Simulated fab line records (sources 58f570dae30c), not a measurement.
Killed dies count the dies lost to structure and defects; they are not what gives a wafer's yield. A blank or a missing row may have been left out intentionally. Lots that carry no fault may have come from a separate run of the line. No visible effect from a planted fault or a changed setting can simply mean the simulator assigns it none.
What tool caused it? | flow berkeleyCmos170 | 42 wafers from 14 lots sampled at 6 of the route's 331 steps

== WHAT EACH GAUGE READ, for each wafer ==
UCB170_NSD_TW_MEAS_10. Usual: NSD_TW typically reads 4197, with standard deviation 36.
lot  | measured     | on           | NSD_TW         | flag
L377 | day 7 16:32  | filmMetro-04 | 4246 4227 4244 | 
L378 | day 7 16:52  | filmMetro-03 | 4179 4185 4171 | 
L379 | day 7 17:57  | filmMetro-03 | 4183 4184 4163 | 
L380 | day 7 17:13  | filmMetro-04 | 4249 4216 4203 | 
L381 | day 7 16:16  | filmMetro-04 | 4249 4240 4209 | 
L383 | day 8 20:19  | filmMetro-04 | 3910 3916 3915 | OFF
L385 | day 9 04:45  | filmMetro-03 | 3905 3874 3897 | OFF
L392 | day 10 05:53 | filmMetro-01 | 4183 4200 4188 | 
L391 | day 10 05:53 | filmMetro-04 | 4220 4248 4221 | 
L393 | day 10 12:07 | filmMetro-03 | 4150 4152 4148 | 
L394 | day 11 05:16 | filmMetro-04 | 4212 4235 4228 | 
L398 | day 11 16:48 | filmMetro-01 | 4197 4206 4225 | 
L399 | day 12 07:06 | filmMetro-03 | 4150 4138 4159 | 
L400 | day 12 06:44 | filmMetro-01 | 4170 4218 4198 | 

UCB170_SDANNEAL_RS_MEAS_03: measures by four-point-probe. Usual: NSD_RS typically reads 37.26 ohm/sq, with standard deviation 0.087.
lot  | measured     | on           | NSD_RS (ohm/sq)   | flag
L377 | day 7 18:59  | filmMetro-01 | 37.20 37.18 37.25 | 
L378 | day 7 18:52  | filmMetro-04 | 37.27 37.32 37.36 | 
L379 | day 7 19:44  | filmMetro-03 | 37.30 37.28 37.34 | 
L380 | day 7 19:35  | filmMetro-01 | 37.12 37.14 37.31 | 
L381 | day 7 18:19  | filmMetro-03 | 37.22 37.13 37.24 | 
L383 | day 8 23:04  | filmMetro-03 | 53.02 52.75 53.09 | OFF
L385 | day 9 05:57  | filmMetro-04 | 52.51 52.60 52.38 | OFF
L392 | day 10 07:44 | filmMetro-01 | 37.36 37.40 37.33 | 
L391 | day 10 07:37 | filmMetro-03 | 37.14 37.22 37.23 | 
L393 | day 10 13:19 | filmMetro-03 | 37.44 37.33 37.30 | 
L394 | day 11 06:43 | filmMetro-04 | 37.20 37.24 37.17 | 
L398 | day 11 18:01 | filmMetro-03 | 37.33 37.26 37.24 | 
L399 | day 12 08:25 | filmMetro-04 | 37.32 37.39 37.31 | 
L400 | day 12 08:06 | filmMetro-01 | 37.21 37.15 37.28 | 

== TOOL THAT RAN EACH LOT (tool first, then ch and the chambers of the sampled wafers, then the start) ==
lot  | UCB170_PWELL_ETCH_14             | UCB170_GATE_ETCH_15             | UCB170_NSD_IMPLANT_08           | UCB170_NSD_STRIP_09
L377 | rieDiel-01 ch 0,1,2, day 3 11:09 | rieSi-01 ch 1,2, day 7 00:52    | implanter-03 ch 0, day 7 16:19  | plasmaAsher-01 ch 0,1, day 7 16:26
L378 | rieDiel-04 ch 0,1,3, day 3 18:46 | rieSi-02 ch 0,1,2, day 7 01:01  | implanter-02 ch 0, day 7 16:38  | plasmaAsher-03 ch 0,1, day 7 16:46
L379 | rieDiel-01 ch 1,2, day 3 19:21   | rieSi-01 ch 1,3, day 7 01:08    | implanter-03 ch 0, day 7 17:43  | plasmaAsher-03 ch 0,1, day 7 17:50
L380 | rieDiel-01 ch 1,2,3, day 4 03:59 | rieSi-02 ch 0,1,2, day 7 01:13  | implanter-04 ch 0, day 7 16:58  | plasmaAsher-04 ch 0,1, day 7 17:07
L381 | rieDiel-02 ch 1,2,3, day 4 04:01 | rieSi-02 ch 0,1,3, day 7 00:44  | implanter-04 ch 0, day 7 16:02  | plasmaAsher-01 ch 0,1, day 7 16:11
L383 | rieDiel-02 ch 0,3, day 4 19:56   | rieSi-01 ch 2,3, day 8 00:56    | implanter-04 ch 0, day 8 20:05  | plasmaAsher-01 ch 0,1, day 8 20:13
L385 | rieDiel-04 ch 1,2,3, day 5 03:08 | rieSi-01 ch 1,2,3, day 8 11:02  | implanter-04 ch 0, day 9 04:30  | plasmaAsher-03 ch 0,1, day 9 04:39
L392 | rieDiel-01 ch 0,1,2, day 6 03:14 | rieSi-02 ch 0,2,3, day 9 14:31  | implanter-02 ch 0, day 10 05:38 | plasmaAsher-01 ch 0,1, day 10 05:47
L391 | rieDiel-04 ch 0,1, day 6 03:23   | rieSi-01 ch 1,2,3, day 9 15:08  | implanter-03 ch 0, day 10 05:39 | plasmaAsher-04 ch 0,1, day 10 05:46
L393 | rieDiel-01 ch 2,3, day 6 08:29   | rieSi-02 ch 0,1,3, day 9 20:07  | implanter-02 ch 0, day 10 11:52 | plasmaAsher-03 ch 0, day 10 12:01
L394 | rieDiel-02 ch 1,2,3, day 7 00:53 | rieSi-01 ch 0,3, day 10 15:09   | implanter-03 ch 0, day 11 05:03 | plasmaAsher-04 ch 0,1, day 11 05:11
L398 | rieDiel-04 ch 0,1,3, day 7 09:32 | rieSi-02 ch 0,2, day 11 00:50   | implanter-03 ch 0, day 11 16:33 | plasmaAsher-03 ch 0,1, day 11 16:42
L399 | rieDiel-04 ch 0,1,2, day 7 15:32 | rieSi-01 ch 0,1,3, day 11 12:49 | implanter-03 ch 0, day 12 06:52 | plasmaAsher-04 ch 0,1, day 12 06:59
L400 | rieDiel-01 ch 2,3, day 7 15:42   | rieSi-02 ch 0,1, day 11 12:34   | implanter-03 ch 0, day 12 06:29 | plasmaAsher-03 ch 0,1, day 12 06:38
- UCB170_PWELL_ETCH_14: etches Si3N4 in CH3F/Ar/O2, stops on SiO2, target depth 242 nm, time 151 s.
- UCB170_GATE_ETCH_15: etches poly-Si in HBr/Cl2, stops on SiO2, time 56.3 s, target depth 278.2 nm.
- UCB170_NSD_IMPLANT_08
- UCB170_NSD_STRIP_09: strips in O2.

== AS READ BY THE TOOLS THEMSELVES (means over the sampled wafers that have a number; for cases with no such wafer, the mark the record gives instead) ==
UCB170_PWELL_ETCH_14. Usual: drypumpMotorCurrentA 5.6 A, standard deviation 0.4; oesProductAu 0.942 a.u., standard deviation 0.018; throttleValvePct 8.06 %, standard deviation 0.13.
lot  | tool       | drypumpMotorCurrentA (A) | oesProductAu (a.u.) | throttleValvePct (%) | flag
L377 | rieDiel-01 | 5.3                      | 0.949               | 8.11                 | 
L378 | rieDiel-04 | 5.8                      | 0.945               | 7.97                 | 
L379 | rieDiel-01 | 5.4                      | 0.963               | 8.08                 | 
L380 | rieDiel-01 | 5.6                      | 0.925               | 8.08                 | 
L381 | rieDiel-02 | 5.9                      | 0.943               | 8.03                 | 
L383 | rieDiel-02 | 5.5                      | 0.948               | 8.05                 | 
L385 | rieDiel-04 | 5.5                      | 0.921               | 7.89                 | 
L392 | rieDiel-01 | 5.3                      | 0.948               | 8.11                 | 
L391 | rieDiel-04 | 5.9                      | 0.946               | 8.11                 | 
L393 | rieDiel-01 | 5.9                      | 0.933               | 8.14                 | 
L394 | rieDiel-02 | 5.9                      | 0.948               | 8.03                 | 
L398 | rieDiel-04 | 5.9                      | 0.945               | 7.96                 | 
L399 | rieDiel-04 | 5.5                      | 0.946               | 8.04                 | 
L400 | rieDiel-01 | 5.9                      | 0.936               | 8.15                 | 

UCB170_GATE_ETCH_15. Usual: biasW 150.0 W, standard deviation 0.47; drypumpMotorCurrentA 5.5 A, standard deviation 0.58; oesProductAu 0.828 a.u., standard deviation 0.011; throttleValvePct 26.33 %, standard deviation 0.11.
lot  | tool     | biasW (W) | drypumpMotorCurrentA (A) | oesProductAu (a.u.) | throttleValvePct (%) | flag
L377 | rieSi-01 | 149.4     | 5.9                      | 0.822               | 26.35                | 
L378 | rieSi-02 | 150.2     | 4.9                      | 0.827               | 26.31                | 
L379 | rieSi-01 | 150.0     | 6.0                      | 0.838               | 26.24                | 
L380 | rieSi-02 | 150.4     | 4.9                      | 0.818               | 26.30                | 
L381 | rieSi-02 | 150.3     | 5.3                      | 0.832               | 26.37                | 
L383 | rieSi-01 | 149.8     | 5.7                      | 0.836               | 26.32                | 
L385 | rieSi-01 | 149.8     | 6.0                      | 0.827               | 26.30                | 
L392 | rieSi-02 | 150.1     | 5.2                      | 0.823               | 26.38                | 
L391 | rieSi-01 | 149.4     | 5.9                      | 0.822               | 26.30                | 
L393 | rieSi-02 | 150.1     | 5.3                      | 0.821               | 26.37                | 
L394 | rieSi-01 | 150.2     | 5.7                      | 0.844               | 26.37                | 
L398 | rieSi-02 | 149.9     | 4.8                      | 0.828               | 26.31                | 
L399 | rieSi-01 | 150.1     | 5.9                      | 0.834               | 26.31                | 
L400 | rieSi-02 | 150.3     | 4.9                      | 0.829               | 26.28                | 

UCB170_NSD_IMPLANT_08. Usual: doseIonsCm2 3.0004e+15, standard deviation 2.8e+12; endStationPressureTorr 1.26e-05 Torr, standard deviation 6.8e-07; faradayCurrentUA 9245, standard deviation 190.
lot  | tool         | doseIonsCm2 | endStationPressureTorr (Torr) | faradayCurrentUA | flag
L377 | implanter-03 | 2.9975e+15  | 1.25e-05                      | 9167             | 
L378 | implanter-02 | 3.0001e+15  | 1.35e-05                      | 9143             | 
L379 | implanter-03 | 2.9974e+15  | 1.25e-05                      | 9117             | 
L380 | implanter-04 | 3.0039e+15  | 1.26e-05                      | 9361             | 
L381 | implanter-04 | 3.0016e+15  | 1.26e-05                      | 9339             | 
L383 | implanter-04 | 1.6906e+15  | 9.03e-06                      | 5333             | OFF
L385 | implanter-04 | 1.6918e+15  | 9.17e-06                      | 5166             | OFF
L392 | implanter-02 | 2.9987e+15  | 1.21e-05                      | 9302             | 
L391 | implanter-03 | 3.0008e+15  | 1.24e-05                      | 9280             | 
L393 | implanter-02 | 2.9994e+15  | 1.26e-05                      | 9210             | 
L394 | implanter-03 | 3.0008e+15  | 1.23e-05                      | 9318             | 
L398 | implanter-03 | 2.9984e+15  | 1.37e-05                      | 9264             | 
L399 | implanter-03 | 3.0008e+15  | 1.21e-05                      | 9187             | 
L400 | implanter-03 | 2.9983e+15  | 1.22e-05                      | 9056             | 

UCB170_NSD_STRIP_09. Usual: drypumpMotorCurrentA 5.8 A, standard deviation 0.66; oesProductAu 0.534 a.u., standard deviation 0.0047; stripTimeToEndpointS 35.81 s, standard deviation 0.066.
lot  | tool           | drypumpMotorCurrentA (A) | oesProductAu (a.u.) | stripTimeToEndpointS (s) | flag
L377 | plasmaAsher-01 | 5.2                      | 0.532               | 35.78                    | 
L378 | plasmaAsher-03 | 5.4                      | 0.537               | 35.74                    | 
L379 | plasmaAsher-03 | 5.7                      | 0.533               | 35.83                    | 
L380 | plasmaAsher-04 | 6.2                      | 0.533               | 35.83                    | 
L381 | plasmaAsher-01 | 5.0                      | 0.532               | 35.87                    | 
L383 | plasmaAsher-01 | 5.0                      | 0.586               | 30.60                    | OFF
L385 | plasmaAsher-03 | 5.4                      | 0.590               | 30.70                    | OFF
L392 | plasmaAsher-01 | 5.3                      | 0.538               | 35.70                    | 
L391 | plasmaAsher-04 | 6.5                      | 0.532               | 35.86                    | 
L393 | plasmaAsher-03 | 5.0                      | 0.533               | 35.76                    | 
L394 | plasmaAsher-04 | 6.5                      | 0.529               | 35.85                    | 
L398 | plasmaAsher-03 | 5.4                      | 0.530               | 35.92                    | 
L399 | plasmaAsher-04 | 6.2                      | 0.537               | 35.77                    | 
L400 | plasmaAsher-03 | 5.7                      | 0.532               | 35.86                    | 

== THE ANSWER, worked out from the rows above alone ==
Rule: take the mean of a lot's wafers that have a number; if it is more than 3 standard deviations from the usual mean, the lot is off. Also off: a lot with no number at a reading for which 4 or more lots have one. The other lots that the step has rows for count as sound. Order of review: gauges by route order, followed by the tools' own readings, for which a lot's mean as printed above is used. The first step at which some lot is off is used, and at that step the reading that is off furthest; a lot without a number counts as furthest.
Off: at UCB170_NSD_TW_MEAS_10 (NSD_TW), L383, L385.
If a tool, at a process step before that reading, ran all the lots that are off and no sound lot after the first of them, it fits. The gauges at UCB170_NSD_TW_MEAS_10 aren't tried: what is off there is off at UCB170_NSD_IMPLANT_08 too, on other tools, and a gauge's error can't cause that. One fits: implanter-04 at UCB170_NSD_IMPLANT_08. A fault onset in the window from L380 (day 7 16:58, its last sound lot) to L383 (day 8 20:05, its first lot off) fits.
The tool's own readings at UCB170_NSD_IMPLANT_08 bear it out: on the lots that are off they differ by more than 5 times the standard deviation of the sound lots' means. doseIonsCm2 reads 1.6912e+15 there against 2.9998e+15 on the sound lots; endStationPressureTorr reads 9.10e-06 Torr there against 1.26e-05 Torr on the sound lots; faradayCurrentUA reads 5250 there against 9229 on the sound lots.

== WHAT THE SIMULATOR HAD PUT IN ==
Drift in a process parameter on implanter-04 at UCB170_NSD_IMPLANT_08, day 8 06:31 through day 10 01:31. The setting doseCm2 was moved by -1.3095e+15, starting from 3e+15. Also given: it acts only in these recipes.
Struck lots among those shown: L383, L385. The rule above found the same.
